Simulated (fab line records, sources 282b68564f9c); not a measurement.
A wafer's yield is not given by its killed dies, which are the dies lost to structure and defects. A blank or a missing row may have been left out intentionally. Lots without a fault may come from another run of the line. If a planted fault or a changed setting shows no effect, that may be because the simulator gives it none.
Which tool is to blame? + flow ritCmos + 14 lots (42 wafers sampled), 1 step of a 202-step route

== WHAT EACH GAUGE READ, for each wafer ==
No reading from a measuring or inspecting step in the record can be judged against a usual standard deviation.

== WHICH TOOL RAN EACH LOT (tool, then ch and the chambers of the sampled wafers, then the start) ==
| lot  | RIT_PLDD_HARDBAKE_07            |
|------|---------------------------------|
| L231 | lithoTrack-01 ch 0, day 3 14:10 |
| L233 | lithoTrack-01 ch 0, day 3 23:49 |
| L235 | lithoTrack-02 ch 0, day 4 09:28 |
| L236 | lithoTrack-02 ch 0, day 4 15:04 |
| L237 | lithoTrack-01 ch 0, day 4 18:56 |
| L239 | lithoTrack-04 ch 0, day 5 03:53 |
| L240 | lithoTrack-01 ch 0, day 5 09:02 |
| L241 | lithoTrack-04 ch 0, day 5 12:16 |
| L242 | lithoTrack-01 ch 0, day 5 16:55 |
| L244 | lithoTrack-02 ch 0, day 5 22:56 |
| L243 | lithoTrack-01 ch 0, day 5 23:05 |
| L250 | lithoTrack-02 ch 0, day 7 05:34 |
| L252 | lithoTrack-02 ch 0, day 7 22:57 |
| L253 | lithoTrack-02 ch 0, day 7 23:12 |
- RIT_PLDD_HARDBAKE_07: time 60 s.

== WHAT THE TOOLS THEMSELVES READ (means of the sampled wafers that have a number; where no wafer has one, the mark that the record gives instead) ==
RIT_PLDD_HARDBAKE_07.
| lot  | tool          | heaterPowerTotalW (W) | plateTempC (C) |
|------|---------------|-----------------------|----------------|
| L231 | lithoTrack-01 | 62.53                 | 139.88         |
| L233 | lithoTrack-01 | 62.56                 | 140.10         |
| L235 | lithoTrack-02 | 62.58                 | 139.90         |
| L236 | lithoTrack-02 | 62.59                 | 139.87         |
| L237 | lithoTrack-01 | 62.51                 | 140.05         |
| L239 | lithoTrack-04 | 62.56                 | 140.03         |
| L240 | lithoTrack-01 | 62.56                 | 139.92         |
| L241 | lithoTrack-04 | 62.54                 | 139.86         |
| L242 | lithoTrack-01 | 59.57                 | 134.69         |
| L244 | lithoTrack-02 | 62.56                 | 139.87         |
| L243 | lithoTrack-01 | 59.55                 | 134.71         |
| L250 | lithoTrack-02 | 62.54                 | 139.91         |
| L252 | lithoTrack-02 | 62.56                 | 140.00         |
| L253 | lithoTrack-02 | 62.52                 | 140.14         |

== THE ANSWER, worked out from the rows above alone ==
Rule: what is usual is taken from the lots themselves. Put in order of their means at a reading, lots are off if they are a third of the lots or fewer, leave a main group of 4 or more, and stand apart from it by a gap of 3 or more times the standard deviation of the main group's means; of several such gaps the widest counts. The tables above print the reading to a certain number of digits; a main group whose means all agree to those digits is not used. A lot without any number at a reading at which 4 lots or more have one is off too. Where the step has rows for the other lots, those lots are counted as sound. After the gauges, taken in route order, come the tools' own readings; for these a lot's mean is taken, as printed above. At the first step where some lot is off, the reading lying furthest off is the one used; lots without a number count as furthest.
Off: L242, L243, at RIT_PLDD_HARDBAKE_07 (heaterPowerTotalW). The main group has a mean of 62.55 W with a standard deviation of 0.023.
A tool fits if, at that step or a process step before it, it ran every lot that is off, and no sound lot after the first of them. One fits: lithoTrack-01 at RIT_PLDD_HARDBAKE_07. A fault onset in the window from L240 (day 5 09:02, its last sound lot) to L242 (day 5 16:55, its first lot off) fits.
The tool's own readings at RIT_PLDD_HARDBAKE_07 bear it out: on the lots that are off they differ by more than 5 times the standard deviation of the sound lots' means. heaterPowerTotalW reads 59.56 W there against 62.55 W on the sound lots; plateTempC reads 134.70 C there against 139.96 C on the sound lots.

== WHAT THE SIMULATOR HAD INSERTED ==
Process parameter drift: lithoTrack-01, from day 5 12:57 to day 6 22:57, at RIT_PLDD_HARDBAKE_07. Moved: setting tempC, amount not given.
Struck lots among those shown: L242, L243. The rule above found the same.
